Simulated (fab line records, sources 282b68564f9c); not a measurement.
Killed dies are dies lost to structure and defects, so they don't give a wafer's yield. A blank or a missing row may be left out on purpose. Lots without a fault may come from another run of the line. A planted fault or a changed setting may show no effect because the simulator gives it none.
Which tool did it? | flow rit_cmos | 8 lots, 24 wafers sampled, at 2 steps of a route of 202

WHAT THE GAUGES READ, wafer by wafer
RIT_M1_OVL_MEAS_10.
lot  | measured    | on         | M1_OVL (nm)
L141 | day 3 17:09 | overlay-01 | -2.4 -1.6 0.0
L145 | day 4 13:10 | overlay-01 | 1.5 -1.4 0.1
L148 | day 5 04:40 | overlay-01 | 0.3 -1.2 -1.2
L150 | day 5 14:41 | overlay-02 | 1.2 1.5 1.9
L152 | day 6 04:40 | overlay-02 | 358.1 358.7 360.1 357.8 359.2 359.8
L154 | day 6 08:28 | overlay-02 | 1.8 1.2 1.3
L156 | day 6 21:53 | overlay-01 | 361.1 359.6 359.8 361.2 359.8 359.7
L160 | day 7 14:49 | overlay-01 | -0.9 -0.1 -1.4

WHICH TOOL RAN EACH LOT (tool, then ch and the chambers of the sampled wafers, then the start)
lot  | RIT_M1_EXPOSE_06
L141 | iline_stepper-01 ch 0, day 3 16:30
L145 | iline_stepper-01 ch 0, day 4 12:38
L148 | iline_stepper-02 ch 0, day 5 04:08
L150 | iline_stepper-01 ch 0, day 5 14:08
L152 | iline_stepper-01 ch 0, day 6 04:05
L154 | iline_stepper-02 ch 0, day 6 07:57
L156 | iline_stepper-01 ch 0, day 6 21:17
L160 | iline_stepper-02 ch 0, day 7 14:16
- RIT_M1_EXPOSE_06: exposes mask M12, target cd 2600 nm.

THE ANSWER, worked out from the rows above alone
Rule: what is usual is taken from the lots themselves. Put in order of their means at a reading, lots are off if they are a third of the lots or fewer, leave a main group of 4 or more, and stand apart from it by a gap of 3 or more times the standard deviation of the main group's means; of several such gaps the widest counts. A main group whose means are all the same, to the digits that the tables above print for the reading, isn't used. A lot without any number at a reading at which 4 lots or more have one is off too. The other lots that the step has rows for count as sound.
Off: L152, L156, at RIT_M1_OVL_MEAS_10 (M1_OVL). The main group: mean 0.0 nm, standard deviation 1.1.
A tool fits if, at a process step before that reading, it ran every lot that is off, and no sound lot after the first of them. The gauges at RIT_M1_OVL_MEAS_10 are tried like those tools. One fits: iline_stepper-01 at RIT_M1_EXPOSE_06. Its last sound lot is L150 (day 5 14:08), its first lot that is off L152 (day 6 04:05): a fault that began between those two fits.

WHAT THE SIMULATOR HAD PUT IN
Scanner matching overlay: iline_stepper-01, from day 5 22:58 on, at RIT_M1_EXPOSE_06. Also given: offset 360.
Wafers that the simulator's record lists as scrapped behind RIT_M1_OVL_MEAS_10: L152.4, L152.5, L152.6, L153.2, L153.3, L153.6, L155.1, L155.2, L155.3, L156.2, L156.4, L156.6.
Lots struck among those shown: L152, L156. The rule above found the same.
